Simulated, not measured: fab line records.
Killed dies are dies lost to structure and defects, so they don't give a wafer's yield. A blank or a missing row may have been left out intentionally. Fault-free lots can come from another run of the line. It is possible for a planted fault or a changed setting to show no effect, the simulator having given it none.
Which tool was responsible? || flow rit cmos || Sampling: 13 lots, 39 wafers, 2 of 202 route steps

== WHAT EACH GAUGE READ, for each wafer ==
RIT_GATE_CD_MEAS_16: target cd 150 nm. Usual: cd nm 149.1 nm, standard deviation 2.2.
{"lot": "L134", "measured": "day 2 22:13", "on": "cd sem-02", "cd nm (nm)": "151.4 152.2 150.6", "flag": ""}
{"lot": "L137", "measured": "day 3 13:28", "on": "cd sem-02", "cd nm (nm)": "150.3 150.9 145.3", "flag": ""}
{"lot": "L140", "measured": "day 4 05:26", "on": "cd sem-02", "cd nm (nm)": "146.4 148.1 148.7", "flag": ""}
{"lot": "L141", "measured": "day 4 06:29", "on": "cd sem-02", "cd nm (nm)": "148.5 148.7 149.1", "flag": ""}
{"lot": "L142", "measured": "day 4 08:10", "on": "cd sem-02", "cd nm (nm)": "150.2 149.9 148.6", "flag": ""}
{"lot": "L144", "measured": "day 4 20:29", "on": "cd sem-01", "cd nm (nm)": "150.6 150.5 154.8", "flag": ""}
{"lot": "L145", "measured": "day 4 21:35", "on": "cd sem-01", "cd nm (nm)": "148.8 148.8 148.5", "flag": ""}
{"lot": "L146", "measured": "day 5 10:20", "on": "cd sem-02", "cd nm (nm)": "144.4 144.7 146.8", "flag": ""}
{"lot": "L147", "measured": "day 5 14:13", "on": "cd sem-01", "cd nm (nm)": "146.1 149.0 148.1", "flag": ""}
{"lot": "L148", "measured": "day 6 01:41", "on": "cd sem-02", "cd nm (nm)": "148.2 146.0 148.6", "flag": ""}
{"lot": "L149", "measured": "day 6 01:58", "on": "cd sem-01", "cd nm (nm)": "190.5 192.1 191.8", "flag": "OFF"}
{"lot": "L150", "measured": "day 6 03:19", "on": "cd sem-01", "cd nm (nm)": "148.5 146.2 144.5", "flag": ""}
{"lot": "L153", "measured": "day 6 16:39", "on": "cd sem-01", "cd nm (nm)": "150.8 151.7 151.3", "flag": ""}

== WHAT TOOL EACH LOT RAN ON (gives the tool, then ch and the chambers of the sampled wafers, and finally the start) ==
{"lot": "L134", "RIT_GATE_EXPOSE_13": "iline stepper-01 ch 0, day 2 21:44"}
{"lot": "L137", "RIT_GATE_EXPOSE_13": "iline stepper-01 ch 0, day 3 13:04"}
{"lot": "L140", "RIT_GATE_EXPOSE_13": "iline stepper-02 ch 0, day 4 05:02"}
{"lot": "L141", "RIT_GATE_EXPOSE_13": "iline stepper-01 ch 0, day 4 06:05"}
{"lot": "L142", "RIT_GATE_EXPOSE_13": "iline stepper-02 ch 0, day 4 07:44"}
{"lot": "L144", "RIT_GATE_EXPOSE_13": "iline stepper-01 ch 0, day 4 20:02"}
{"lot": "L145", "RIT_GATE_EXPOSE_13": "iline stepper-01 ch 0, day 4 21:11"}
{"lot": "L146", "RIT_GATE_EXPOSE_13": "iline stepper-01 ch 0, day 5 09:56"}
{"lot": "L147", "RIT_GATE_EXPOSE_13": "iline stepper-01 ch 0, day 5 13:49"}
{"lot": "L148", "RIT_GATE_EXPOSE_13": "iline stepper-02 ch 0, day 6 01:17"}
{"lot": "L149", "RIT_GATE_EXPOSE_13": "iline stepper-01 ch 0, day 6 01:32"}
{"lot": "L150", "RIT_GATE_EXPOSE_13": "iline stepper-01 ch 0, day 6 02:47"}
{"lot": "L153", "RIT_GATE_EXPOSE_13": "iline stepper-01 ch 0, day 6 16:15"}
- RIT_GATE_EXPOSE_13: exposes mask M6, target cd 150 nm.

== WHAT THE TOOLS THEMSELVES READ (means of the sampled wafers that have a number; where no wafer has one, the mark that the record gives instead) ==
The record holds no such reading with a usual standard deviation.

== THE ANSWER, worked out from the rows above alone ==
Rule: lot off if the mean of its wafers having a number is beyond 3 standard deviations from the usual mean. A lot without any number at a reading at which 4 lots or more have one is off too. Where the step has rows for the other lots, those lots are counted as sound. First the gauges in route order, then the tools' own readings, where a lot's mean is used as printed above. At the first step where some lot is off, the reading lying furthest off is the one used; lots without a number count as furthest.
Off: L149, at RIT_GATE_CD_MEAS_16 (cd nm).
If a tool, at a process step before that reading, ran all the lots that are off and no sound lot after the first of them, it fits. The gauges at RIT_GATE_CD_MEAS_16 are tried like those tools. None of those tried fits.

== WHAT THE SIMULATOR HAD INSERTED ==
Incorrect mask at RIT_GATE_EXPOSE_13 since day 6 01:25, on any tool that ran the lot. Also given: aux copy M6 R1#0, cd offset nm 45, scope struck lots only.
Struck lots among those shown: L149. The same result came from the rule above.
